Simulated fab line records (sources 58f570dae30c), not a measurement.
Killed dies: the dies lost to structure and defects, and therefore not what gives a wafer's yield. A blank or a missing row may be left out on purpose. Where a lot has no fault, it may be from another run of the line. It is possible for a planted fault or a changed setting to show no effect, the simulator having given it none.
Which tool was responsible? :: flow berkeleyCmos170 :: Sampling: 14 lots, 42 wafers, 4 of 331 route steps

== WHAT EACH GAUGE READ, for each wafer ==
UCB170_WELLDRIVE_THK_MEAS_02.
lot: L514
measured: day 3 12:34
on: filmMetro-03
WELLDRIVE_OXIDE_THK (nm): 195 197 194

lot: L515
measured: day 3 12:34
on: filmMetro-04
WELLDRIVE_OXIDE_THK (nm): 192 196 196

lot: L516
measured: day 3 18:28
on: filmMetro-03
WELLDRIVE_OXIDE_THK (nm): 198 200 199

lot: L517
measured: day 4 06:19
on: filmMetro-01
WELLDRIVE_OXIDE_THK (nm): 201 198 198

lot: L518
measured: day 4 06:19
on: filmMetro-03
WELLDRIVE_OXIDE_THK (nm): 198 198 199

lot: L519
measured: day 4 20:24
on: filmMetro-01
WELLDRIVE_OXIDE_THK (nm): 202 204 200

lot: L520
measured: day 4 20:24
on: filmMetro-03
WELLDRIVE_OXIDE_THK (nm): 202 202 203

lot: L521
measured: day 5 04:26
on: filmMetro-03
WELLDRIVE_OXIDE_THK (nm): 197 197 197

lot: L522
measured: day 5 18:32
on: filmMetro-01
WELLDRIVE_OXIDE_THK (nm): 195 199 193

lot: L530
measured: day 7 00:33
on: filmMetro-03
WELLDRIVE_OXIDE_THK (nm): 206 203 203

lot: L531
measured: day 7 08:01
on: filmMetro-01
WELLDRIVE_OXIDE_THK (nm): 199 197 196

lot: L533
measured: day 7 18:04
on: filmMetro-04
WELLDRIVE_OXIDE_THK (nm): 207 206 205

lot: L535
measured: day 8 01:17
on: filmMetro-04
WELLDRIVE_OXIDE_THK (nm): 196 195 198

lot: L536
measured: day 8 01:17
on: filmMetro-03
WELLDRIVE_OXIDE_THK (nm): 198 201 200

UCB170_NSD_CD_MEAS_06: the cd target is 1200 nm.
lot: L514
measured: day 6 17:47
on: cdSem-01
cdNm (nm): 1198.6 1199.1 1198.9

lot: L515
measured: day 6 17:31
on: cdSem-02
cdNm (nm): 1199.5 1199.0 1199.3

lot: L516
measured: day 7 05:22
on: cdSem-01
cdNm (nm): 1201.7 1200.7 1201.9

lot: L517
measured: day 7 16:03
on: cdSem-02
cdNm (nm): 1197.9 1200.0 1199.3

lot: L518
measured: day 7 16:36
on: cdSem-01
cdNm (nm): 1200.4 1198.9 1200.2

lot: L519
measured: day 8 05:16
on: cdSem-02
cdNm (nm): 1200.7 1200.7 1199.5

lot: L520
measured: day 8 05:32
on: cdSem-01
cdNm (nm): 1199.8 1199.7 1198.4

lot: L521
measured: day 8 05:51
on: cdSem-01
cdNm (nm): 1200.9 1201.3 1200.9

lot: L522
measured: day 8 20:05
on: cdSem-01
cdNm (nm): 1200.8 1200.6 1200.5

lot: L530
measured: day 10 00:17
on: cdSem-02
cdNm (nm): 1198.7 1199.0 1199.7

lot: L531
measured: day 10 04:03
on: cdSem-02
cdNm (nm): 1198.9 1199.0 1198.0

lot: L533
measured: day 11 00:43
on: cdSem-02
cdNm (nm): 1201.4 1201.0 1201.4

lot: L535
measured: day 11 01:30
on: cdSem-02
cdNm (nm): 1199.8 1199.9 1199.4

lot: L536
measured: day 11 01:00
on: cdSem-02
cdNm (nm): 1199.6 1200.8 1200.9

== WHAT TOOL EACH LOT RAN ON (gives the tool, then ch and the chambers of the sampled wafers, and finally the start) ==
lot: L514
UCB170_PFIELD_STRIP_08: plasmaAsher-02 ch 0, day 4 06:53
UCB170_PSD_STRIP_09: plasmaAsher-01 ch 0,1, day 6 16:13

lot: L515
UCB170_PFIELD_STRIP_08: plasmaAsher-04 ch 0,1, day 4 07:09
UCB170_PSD_STRIP_09: plasmaAsher-01 ch 0,1, day 6 15:55

lot: L516
UCB170_PFIELD_STRIP_08: plasmaAsher-03 ch 0,1, day 4 13:25
UCB170_PSD_STRIP_09: plasmaAsher-01 ch 0,1, day 7 02:21

lot: L517
UCB170_PFIELD_STRIP_08: plasmaAsher-03 ch 0,1, day 5 04:48
UCB170_PSD_STRIP_09: plasmaAsher-01 ch 0,1, day 7 13:29

lot: L518
UCB170_PFIELD_STRIP_08: plasmaAsher-04 ch 0,1, day 5 04:15
UCB170_PSD_STRIP_09: plasmaAsher-03 ch 0,1, day 7 13:44

lot: L519
UCB170_PFIELD_STRIP_08: plasmaAsher-03 ch 0,1, day 5 18:52
UCB170_PSD_STRIP_09: plasmaAsher-04 ch 0,1, day 8 04:05

lot: L520
UCB170_PFIELD_STRIP_08: plasmaAsher-02 ch 0,1, day 5 19:04
UCB170_PSD_STRIP_09: plasmaAsher-03 ch 0,1, day 8 04:07

lot: L521
UCB170_PFIELD_STRIP_08: plasmaAsher-04 ch 0,1, day 6 01:45
UCB170_PSD_STRIP_09: plasmaAsher-01 ch 0,1, day 8 04:12

lot: L522
UCB170_PFIELD_STRIP_08: plasmaAsher-03 ch 0,1, day 6 12:25
UCB170_PSD_STRIP_09: plasmaAsher-01 ch 0,1, day 8 16:26

lot: L530
UCB170_PFIELD_STRIP_08: plasmaAsher-04 ch 1, day 7 18:34
UCB170_PSD_STRIP_09: plasmaAsher-03 ch 0,1, day 9 22:44

lot: L531
UCB170_PFIELD_STRIP_08: plasmaAsher-04 ch 0,1, day 8 03:20
UCB170_PSD_STRIP_09: plasmaAsher-03 ch 1, day 10 02:41

lot: L533
UCB170_PFIELD_STRIP_08: plasmaAsher-02 ch 0, day 8 12:05
UCB170_PSD_STRIP_09: plasmaAsher-04 ch 0,1, day 10 18:40

lot: L535
UCB170_PFIELD_STRIP_08: plasmaAsher-04 ch 0,1, day 8 20:01
UCB170_PSD_STRIP_09: plasmaAsher-04 ch 0,1, day 10 21:17

lot: L536
UCB170_PFIELD_STRIP_08: plasmaAsher-03 ch 0,1, day 8 20:18
UCB170_PSD_STRIP_09: plasmaAsher-04 ch 0,1, day 10 20:50
- UCB170_PFIELD_STRIP_08: strips in O2.
- UCB170_PSD_STRIP_09: strips in O2.

== WHAT THE TOOLS THEMSELVES READ (means of the sampled wafers that have a number; where no wafer has one, the mark that the record gives instead) ==
UCB170_PFIELD_STRIP_08.
lot: L514
tool: plasmaAsher-02
chamberPressureMTorr (mTorr): 3501.9
drypumpMotorCurrentA (A): 5.9
oesProductAu (a.u.): 0.736
stripTimeToEndpointS (s): 21.69

lot: L515
tool: plasmaAsher-04
chamberPressureMTorr (mTorr): 3499.2
drypumpMotorCurrentA (A): 6.3
oesProductAu (a.u.): 0.737
stripTimeToEndpointS (s): 21.58

lot: L516
tool: plasmaAsher-03
chamberPressureMTorr (mTorr): 3499.4
drypumpMotorCurrentA (A): 5.6
oesProductAu (a.u.): 0.737
stripTimeToEndpointS (s): 21.73

lot: L517
tool: plasmaAsher-03
chamberPressureMTorr (mTorr): 3498.1
drypumpMotorCurrentA (A): 5.6
oesProductAu (a.u.): 0.733
stripTimeToEndpointS (s): 21.69

lot: L518
tool: plasmaAsher-04
chamberPressureMTorr (mTorr): 3501.4
drypumpMotorCurrentA (A): 6.1
oesProductAu (a.u.): 0.733
stripTimeToEndpointS (s): 21.65

lot: L519
tool: plasmaAsher-03
chamberPressureMTorr (mTorr): 3499.5
drypumpMotorCurrentA (A): 5.6
oesProductAu (a.u.): 0.735
stripTimeToEndpointS (s): 21.63

lot: L520
tool: plasmaAsher-02
chamberPressureMTorr (mTorr): 3497.3
drypumpMotorCurrentA (A): 5.7
oesProductAu (a.u.): 0.733
stripTimeToEndpointS (s): 21.64

lot: L521
tool: plasmaAsher-04
chamberPressureMTorr (mTorr): 3497.2
drypumpMotorCurrentA (A): 6.4
oesProductAu (a.u.): 0.732
stripTimeToEndpointS (s): 21.52

lot: L522
tool: plasmaAsher-03
chamberPressureMTorr (mTorr): 3498.7
drypumpMotorCurrentA (A): 5.6
oesProductAu (a.u.): 0.731
stripTimeToEndpointS (s): 21.75

lot: L530
tool: plasmaAsher-04
chamberPressureMTorr (mTorr): 3500.4
drypumpMotorCurrentA (A): 6.5
oesProductAu (a.u.): 0.734
stripTimeToEndpointS (s): 21.66

lot: L531
tool: plasmaAsher-04
chamberPressureMTorr (mTorr): 3495.0
drypumpMotorCurrentA (A): 6.4
oesProductAu (a.u.): 0.738
stripTimeToEndpointS (s): 21.70

lot: L533
tool: plasmaAsher-02
chamberPressureMTorr (mTorr): 3497.8
drypumpMotorCurrentA (A): 5.9
oesProductAu (a.u.): 0.733
stripTimeToEndpointS (s): 21.56

lot: L535
tool: plasmaAsher-04
chamberPressureMTorr (mTorr): 3501.7
drypumpMotorCurrentA (A): 6.4
oesProductAu (a.u.): 0.733
stripTimeToEndpointS (s): 21.57

lot: L536
tool: plasmaAsher-03
chamberPressureMTorr (mTorr): 3499.6
drypumpMotorCurrentA (A): 5.6
oesProductAu (a.u.): 0.732
stripTimeToEndpointS (s): 21.67

UCB170_PSD_STRIP_09.
lot: L514
tool: plasmaAsher-01
chamberPressureMTorr (mTorr): 3502
drypumpMotorCurrentA (A): 5.5
oesProductAu (a.u.): 0.598
stripTimeToEndpointS (s): 29.37

lot: L515
tool: plasmaAsher-01
chamberPressureMTorr (mTorr): 3497
drypumpMotorCurrentA (A): 5.4
oesProductAu (a.u.): 0.602
stripTimeToEndpointS (s): 29.39

lot: L516
tool: plasmaAsher-01
chamberPressureMTorr (mTorr): 3501
drypumpMotorCurrentA (A): 5.4
oesProductAu (a.u.): 0.597
stripTimeToEndpointS (s): 29.37

lot: L517
tool: plasmaAsher-01
chamberPressureMTorr (mTorr): 3500
drypumpMotorCurrentA (A): 5.5
oesProductAu (a.u.): 0.600
stripTimeToEndpointS (s): 29.51

lot: L518
tool: plasmaAsher-03
chamberPressureMTorr (mTorr): 3496
drypumpMotorCurrentA (A): 5.6
oesProductAu (a.u.): 0.600
stripTimeToEndpointS (s): 29.43

lot: L519
tool: plasmaAsher-04
chamberPressureMTorr (mTorr): 3499
drypumpMotorCurrentA (A): 6.3
oesProductAu (a.u.): 0.599
stripTimeToEndpointS (s): 29.37

lot: L520
tool: plasmaAsher-03
chamberPressureMTorr (mTorr): 3501
drypumpMotorCurrentA (A): 5.6
oesProductAu (a.u.): 0.597
stripTimeToEndpointS (s): 29.48

lot: L521
tool: plasmaAsher-01
chamberPressureMTorr (mTorr): 3735
drypumpMotorCurrentA (A): 5.5
oesProductAu (a.u.): 0.601
stripTimeToEndpointS (s): 29.35

lot: L522
tool: plasmaAsher-01
chamberPressureMTorr (mTorr): 3735
drypumpMotorCurrentA (A): 5.5
oesProductAu (a.u.): 0.599
stripTimeToEndpointS (s): 29.34

lot: L530
tool: plasmaAsher-03
chamberPressureMTorr (mTorr): 3500
drypumpMotorCurrentA (A): 5.6
oesProductAu (a.u.): 0.603
stripTimeToEndpointS (s): 29.30

lot: L531
tool: plasmaAsher-03
chamberPressureMTorr (mTorr): 3501
drypumpMotorCurrentA (A): 5.7
oesProductAu (a.u.): 0.598
stripTimeToEndpointS (s): 29.35

lot: L533
tool: plasmaAsher-04
chamberPressureMTorr (mTorr): 3497
drypumpMotorCurrentA (A): 6.1
oesProductAu (a.u.): 0.603
stripTimeToEndpointS (s): 29.40

lot: L535
tool: plasmaAsher-04
chamberPressureMTorr (mTorr): 3500
drypumpMotorCurrentA (A): 6.4
oesProductAu (a.u.): 0.598
stripTimeToEndpointS (s): 29.34

lot: L536
tool: plasmaAsher-04
chamberPressureMTorr (mTorr): 3499
drypumpMotorCurrentA (A): 6.4
oesProductAu (a.u.): 0.602
stripTimeToEndpointS (s): 29.31

== THE ANSWER, worked out from the rows above alone ==
Rule: what is usual is taken from the lots themselves. The widest of any qualifying gaps counts: lots, ordered by their means at a reading, are off when they make up no more than a third of the lots, leave a main group of 4 or more, and stand apart from it by 3 or more times the standard deviation of that group's means. If all means in a main group match to the digits the tables above print for the reading, that group is not used. Also off: a lot with no number at a reading for which 4 or more lots have one. Any other lot the step has rows for is counted as sound. Order of review: gauges by route order, followed by the tools' own readings, for which a lot's mean as printed above is used. At the first step where some lot is off, the reading lying furthest off is the one used; lots without a number count as furthest.
Off: L521, L522, at UCB170_PSD_STRIP_09 (chamberPressureMTorr). Mean 3499 mTorr and standard deviation 1.8 in the main group.
If a tool, at that step or one of the process steps before it, ran each lot that is off and ran no sound lot following the first of them, it fits. One candidate fits, namely plasmaAsher-01 at UCB170_PSD_STRIP_09. Its last sound lot is L517 (day 7 13:29), its first lot that is off L521 (day 8 04:12): a fault that began between those two fits.
The tool's own readings at UCB170_PSD_STRIP_09 bear it out: on the lots that are off they differ by more than 5 times the standard deviation of the sound lots' means. chamberPressureMTorr reads 3735 mTorr there against 3499 mTorr on the sound lots.

== WHAT THE SIMULATOR HAD INSERTED ==
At UCB170_PSD_STRIP_09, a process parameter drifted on plasmaAsher-01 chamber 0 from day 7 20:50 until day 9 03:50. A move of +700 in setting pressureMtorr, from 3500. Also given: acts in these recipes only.
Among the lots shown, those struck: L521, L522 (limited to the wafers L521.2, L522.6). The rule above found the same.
